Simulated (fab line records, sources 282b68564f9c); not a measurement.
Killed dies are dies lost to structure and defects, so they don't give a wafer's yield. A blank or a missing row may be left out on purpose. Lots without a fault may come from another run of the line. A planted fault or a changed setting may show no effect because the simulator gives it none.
Which tool did it? | flow rit_cmos | 14 lots, 42 wafers sampled, at 2 steps of a route of 202

WHAT THE GAUGES READ, wafer by wafer
The record holds no reading of a measuring or inspecting step that can be judged against a usual standard deviation.

WHICH TOOL RAN EACH LOT (tool, then ch and the chambers of the sampled wafers, then the start)
lot  | RIT_PLDD_COAT_01                 | RIT_M1_PROBE_99
L634 | litho_track-03 ch 0, day 2 19:58 | prober-01, day 3 10:58
L636 | litho_track-03 ch 0, day 3 10:29 | prober-01, day 4 01:20
L637 | litho_track-02 ch 0, day 3 16:37 | prober-02, day 4 07:28
L638 | litho_track-02 ch 0, day 3 21:39 | prober-01, day 4 13:26
L639 | litho_track-02 ch 0, day 4 00:38 | prober-02, day 4 16:37
L640 | litho_track-02 ch 0, day 4 06:21 | prober-01, day 4 21:34
L643 | litho_track-02 ch 0, day 4 23:59 | prober-02, day 5 15:01
L652 | litho_track-03 ch 0, day 7 06:25 | prober-02, day 7 21:21
L651 | litho_track-04 ch 0, day 7 06:29 | prober-01, day 7 22:51
L653 | litho_track-04 ch 0, day 7 10:37 | prober-02, day 8 01:47
L654 | litho_track-02 ch 0, day 7 21:30 | prober-01, day 8 12:25
L655 | litho_track-04 ch 0, day 7 21:44 | prober-02, day 8 13:55
L656 | litho_track-03 ch 0, day 8 09:50 | prober-02, day 9 02:18
L657 | litho_track-04 ch 0, day 8 10:11 | prober-01, day 9 03:54
- RIT_PLDD_COAT_01: resist thk 1000 nm.
- RIT_M1_PROBE_99

WHAT THE TOOLS THEMSELVES READ (means of the sampled wafers that have a number; where no wafer has one, the mark that the record gives instead)
RIT_PLDD_COAT_01.
lot  | tool           | spin_speed_rpm (rpm)
L634 | litho_track-03 | 3251.0
L636 | litho_track-03 | 3250.3
L637 | litho_track-02 | 3247.0
L638 | litho_track-02 | 3250.2
L639 | litho_track-02 | 3249.6
L640 | litho_track-02 | 3426.1
L643 | litho_track-02 | 3430.2
L652 | litho_track-03 | 3252.7
L651 | litho_track-04 | 3248.6
L653 | litho_track-04 | 3250.0
L654 | litho_track-02 | 3248.5
L655 | litho_track-04 | 3250.9
L656 | litho_track-03 | 3250.2
L657 | litho_track-04 | 3249.2

RIT_M1_PROBE_99.
lot  | tool      | killed_at_contacts | killed_at_front_end | killed_dies | killed_on_rim | killed_open | killed_short
L634 | prober-01 | 0.0                | 8                   | 8           | 3.0           | 4.7         | 3.7
L636 | prober-01 | 0.0                | 7                   | 7           | 1.7           | 3.7         | 3.7
L637 | prober-02 | 0.0                | 7                   | 7           | 1.3           | 4.0         | 2.7
L638 | prober-01 | 0.0                | 6                   | 6           | 1.7           | 3.3         | 3.0
L639 | prober-02 | 0.0                | 5                   | 5           | 2.0           | 2.3         | 2.3
L640 | prober-01 | 0.0                | 7                   | 7           | 1.7           | 3.7         | 3.0
L643 | prober-02 | 0.0                | 5                   | 5           | 0.3           | 2.0         | 3.0
L652 | prober-02 | 0.0                | 8                   | 8           | 1.7           | 3.7         | 4.3
L651 | prober-01 | 0.0                | 7                   | 7           | 1.7           | 3.3         | 3.7
L653 | prober-02 | 0.0                | 12                  | 12          | 3.3           | 6.0         | 5.7
L654 | prober-01 | 0.7                | 6                   | 7           | 1.3           | 3.3         | 3.7
L655 | prober-02 | 0.0                | 8                   | 8           | 1.3           | 4.3         | 3.7
L656 | prober-02 | 0.3                | 7                   | 8           | 2.0           | 4.7         | 3.0
L657 | prober-01 | 0.0                | 7                   | 7           | 2.0           | 3.7         | 3.7

THE ANSWER, worked out from the rows above alone
Rule: what is usual is taken from the lots themselves. Put in order of their means at a reading, lots are off if they are a third of the lots or fewer, leave a main group of 4 or more, and stand apart from it by a gap of 3 or more times the standard deviation of the main group's means; of several such gaps the widest counts. A main group whose means are all the same, to the digits that the tables above print for the reading, isn't used. A lot without any number at a reading at which 4 lots or more have one is off too. The other lots that the step has rows for count as sound. The gauges are gone through in route order, then the tools' own readings, and for those a lot's mean is taken as printed above. The first step at which some lot is off is used, and at that step the reading that is off furthest; a lot without a number counts as furthest.
Off: L640, L643, at RIT_PLDD_COAT_01 (spin_speed_rpm). The main group: mean 3249.8 rpm, standard deviation 1.4.
A tool fits if, at that step or a process step before it, it ran every lot that is off, and no sound lot after the first of them. None of those tried fits.

WHAT THE SIMULATOR HAD PUT IN
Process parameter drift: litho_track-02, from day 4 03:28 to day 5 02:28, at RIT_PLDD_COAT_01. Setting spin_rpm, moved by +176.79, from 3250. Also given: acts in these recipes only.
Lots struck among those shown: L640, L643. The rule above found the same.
